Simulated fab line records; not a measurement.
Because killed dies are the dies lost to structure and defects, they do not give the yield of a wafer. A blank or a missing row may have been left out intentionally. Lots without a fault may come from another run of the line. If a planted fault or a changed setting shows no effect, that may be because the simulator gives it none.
Chamber matching    flow berkeleyCmos170    UCB170_V1_ETCH_14 on rieDiel-02: 4 sister chambers
The step etches SiO2 in CHF3/CF4/Ar, stops on Al, target depth 1250 nm, time 291 s. 8 wafers are shown with their chamber, then 7 later ones without.

## EACH WAFER AND ITS CHAMBER
wafer   chamber  drypumpMotorCurrentA (A)  oesProductAu (a.u.)
L160.3  1        6.2                       0.892
L162.4  1        6.1                       0.885
L163.4  0        5.6                       0.853
L174.2  2        6.0                       0.872
L174.3  3        5.5                       0.871
L174.4  0        5.6                       0.860
L175.1  2        6.0                       0.880
L175.2  3        5.5                       0.866

## WAFERS WHOSE CHAMBER IS MISSING
wafer   drypumpMotorCurrentA (A)  oesProductAu (a.u.)
L175.5  6.0                       0.879
L176.1  5.5                       0.867
L176.2  5.6                       0.866
L176.6  5.6                       0.862
L181.1  5.6                       0.857
L181.4  6.0                       0.877
L181.5  6.0                       0.875

## WHICH CHAMBER EACH ONE RAN IN
wafer   from the rows above      in truth
L175.5  2                        2
L176.1  3                        3
L176.2  can't be placed: 0 or 3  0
L176.6  can't be placed: 0 or 3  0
L181.1  0                        0
L181.4  2                        2
L181.5  2                        2
5 of 7 placed correctly. Unplaceable from these rows: 2, with the true chamber sitting among the candidates in 2. Wrongly placed: 0.
How it was worked out, from the rows above alone: a wafer's distance from a chamber is the root of the sum, over the readings, of the square of ((its reading less the chamber's mean) divided by the reading's scatter). The wafer belongs to the nearest chamber; if the next one is less than 2 further off, it can't be placed. A chamber's mean is the mean of its shown wafers. How the scatter is found: for the shown wafers, subtract from each reading the mean of its chamber, square and add these, divide the total by (wafers less chambers), then take the root.
